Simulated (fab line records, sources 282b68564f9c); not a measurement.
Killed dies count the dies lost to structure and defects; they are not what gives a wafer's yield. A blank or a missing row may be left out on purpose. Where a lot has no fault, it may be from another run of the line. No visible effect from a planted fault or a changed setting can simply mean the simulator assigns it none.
A lot that was struck, set against a sound lot | flow ritCmos | 19 out of 202 route steps
Sound: the wafers L837.2, L837.4, L837.6. Wafers L821.1, L821.4, L821.5 were the ones struck. Last of all comes the cause.
Each step with rows lists, per side, the tool, then ch with its chambers, then its first start. Under that, the readings that differ: sound wafers | struck wafers | difference of the means | sigmas: that difference in standard deviations of wafers without a fault.
alike: readings whose means differ by less than 2 such deviations, and words and numbers that are the same on both sides. not compared: withheld readings, readings that some wafer has no value for, bounds like >300 that may hide the same value, and numbers for which the record gives no deviation and whose values overlap.
A row with sigmas, a row that says differs or no value, or rows on one side alone: a step with any of these is where the two part. When numbers do not overlap yet have no deviation, they are printed without sigmas and do not part them. Lack of a reading on every wafer of one side parts them only where that side has two or more wafers.

first, 2 steps without rows for these wafers: RIT_NSD_PEB_04; RIT_NSD_DEVELOP_05 (develop time 50 s).
RIT_NSD_OVL_MEAS_06:
  sound: overlay-02 at day 7 12:41; struck: overlay-01 at day 4 05:44
  alike: NSD_OVL
then, 2 steps without rows for these wafers: RIT_NSD_HARDBAKE_07 (time 60 s); RIT_NSD_IMPLANT_08.
RIT_NSD_STRIP_09: strips in O2, time 180 s.
  sound on plasmaAsher-03 ch 0,1, day 7 13:01; struck on plasmaAsher-02 ch 0, day 4 06:04
reading                  | sound       | struck      | difference | sigmas
drypumpMotorCurrentA (A) | 5.7 5.7 5.6 | 6.4 6.4 6.4 | +0.7       | +2
  not compared: rfHoursCounterH
RIT_NSD_TW_MEAS_10:
  sound: filmMetro-02 at day 7 13:12; struck: filmMetro-01 at day 4 06:14
  alike: NSD_TW
then, 5 steps without rows for these wafers: RIT_PSD_HMDS_00 (prime time 60 s); RIT_PSD_COAT_01 (resist thk 1000 nm); RIT_PSD_SOFTBAKE_02 (time 60 s); RIT_PSD_EXPOSE_03 (exposes mask M10, target cd 40900 nm); RIT_PSD_PEB_04.
RIT_PSD_DEVELOP_05: develop time 50 s.
  sound on lithoTrack-04 ch 0, day 7 14:00; struck on lithoTrack-04 ch 0, day 4 07:00
RIT_PSD_OVL_MEAS_06:
  sound: overlay-01 at day 7 14:10; struck: overlay-02 at day 4 07:17
  alike: PSD_OVL
then, 2 steps without rows for these wafers: RIT_PSD_HARDBAKE_07 (time 60 s); RIT_PSD_IMPLANT_08.
RIT_PSD_STRIP_09: strips in O2, time 180 s.
  sound on plasmaAsher-04 ch 0,1, day 7 14:29; struck on plasmaAsher-01 ch 0,1, day 4 07:37
reading                  | sound       | struck      | difference | sigmas
drypumpMotorCurrentA (A) | 6.6 6.6 6.1 | 5.5 5.4 5.5 | -1.0       | -3
  not compared: rfHoursCounterH
RIT_PSD_TW_MEAS_10:
  sound: filmMetro-02 at day 7 14:40; struck: filmMetro-03 at day 4 07:47
reading | sound          | struck   | difference | sigmas
PSD_TW  | 3462 3477 3467 | 30 30 30 | -3439      | -99 or more
then, 1 step without rows for these wafers: RIT_SDANNEAL_CLEAN_00 (cleans in SC1, time 600 s).

WHERE THEY PART
At RIT_NSD_STRIP_09 first; at RIT_PSD_TW_MEAS_10 last (within this record only).

WHY: whatever the simulator had introduced
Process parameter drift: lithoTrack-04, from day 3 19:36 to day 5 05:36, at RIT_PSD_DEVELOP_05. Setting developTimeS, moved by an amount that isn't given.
